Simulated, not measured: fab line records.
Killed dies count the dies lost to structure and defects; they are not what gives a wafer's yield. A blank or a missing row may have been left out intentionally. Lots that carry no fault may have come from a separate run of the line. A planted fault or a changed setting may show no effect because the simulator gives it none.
Lot-split experiment    flow berkeley cmos170    on a route of 331 steps: 5 lots, 23 wafers read

## THE SPLIT ITSELF
At UCB170_PSD_IMPLANT_08, the setting energy kev was moved away from the recipe's 20 on 9 of the 23 wafers read, by -2.6% to +2.3%. All remaining wafers had this setting at the recipe value.

The split's own step is where the reading is taken.

## THE READING
The simulator's own value implant.drp nm, read by no gauge, in nm at UCB170_PSD_IMPLANT_08. The file gives no usual value for it.

wafer   tool, chamber at the split  energy kev as run  against the recipe  implant.drp nm, nm  against lot-mates on the recipe
L074.1  implanter-01, 0             20                 recipe              28.34               -
L074.5  implanter-01, 0             20                 recipe              28.34               -
L074.2  implanter-01, 0             20.46              +2.3%               28.82               +0.48
L074.4  implanter-01, 0             20.46              +2.3%               28.82               +0.48
L074.6  implanter-01, 0             20.46              +2.3%               28.82               +0.48
L075.2  implanter-03, 0             20                 recipe              28.34               -
L075.3  implanter-03, 0             20                 recipe              28.34               -
L075.4  implanter-03, 0             20.46              +2.3%               28.82               +0.48
L075.5  implanter-03, 0             20.46              +2.3%               28.82               +0.48
L075.6  implanter-03, 0             20.46              +2.3%               28.82               +0.48
L077.1  implanter-04, 0             20                 recipe              28.34               -
L077.2  implanter-04, 0             20                 recipe              28.34               -
L077.3  implanter-04, 0             20                 recipe              28.34               -
L077.4  implanter-04, 0             20                 recipe              28.34               -
L077.6  implanter-04, 0             20                 recipe              28.34               -
L079.2  implanter-01, 0             20                 recipe              28.34               -
L079.3  implanter-01, 0             20                 recipe              28.34               -
L079.5  implanter-01, 0             20                 recipe              28.34               -
L084.1  implanter-04, 0             19.49              -2.6%               27.83               -0.51
L084.3  implanter-04, 0             19.49              -2.6%               27.83               -0.51
L084.4  implanter-04, 0             19.49              -2.6%               27.83               -0.51
L084.2  implanter-04, 0             20                 recipe              28.34               -
L084.5  implanter-04, 0             20                 recipe              28.34               -

THE FIT
A straight line over all 23 wafers: implant.drp nm changes by +0.205 nm for each +1% of energy kev; r = +1.00; the points scatter about the line by 0.0052 nm.
The same after taking each lot's own level away (the mean of its wafers on the recipe; 23 wafers): +0.205 nm for each +1%; r = +1.00; scatter 0.0052 nm.
Per that fit: largest energy kev move, reading shift of 0.52 nm.
The lots' own levels span 28.340 to 28.340 nm.
Hence the lot-to-lot level has little effect on the slope; both slopes agree.
Check: for one of the wafers moved furthest among these (-2.6%), held out of the fit, the line's prediction against its lot-mates is -0.521 nm. Against them it came out at -0.51 nm.

## OTHER SPLITS ON THESE WAFERS
Other splits were also applied to these wafers ahead of the reading. Each is held against what the fit with the lots' levels taken away leaves over:
other split on the same wafers  wafers away from the commonest value  r with implant.drp nm (lot level and that fit taken away)
UCB170_PLDD_EXPOSE_03 dose mj   9                                     -0.25
UCB170_SPACER_CVD_00 time s     7                                     -0.02

## THE WHOLE CHAIN: every reading that the file lists as answering this split, in the file's order
step                   what it does  reading                                                          change (the file's fit)                r (the file's)
UCB170_PSD_IMPLANT_08                implant.drp nm (the simulator's own value, which no gauge read)  +0.206 nm for each +1% of the setting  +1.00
UCB170_PSD_STRIP_09    strips in O2  strip time to endpoint s                                         withheld for each +1% of the setting   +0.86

## THE FILE'S OWN FIT
implant.drp nm changes by +0.206 nm for each +1% of energy kev, r = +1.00.
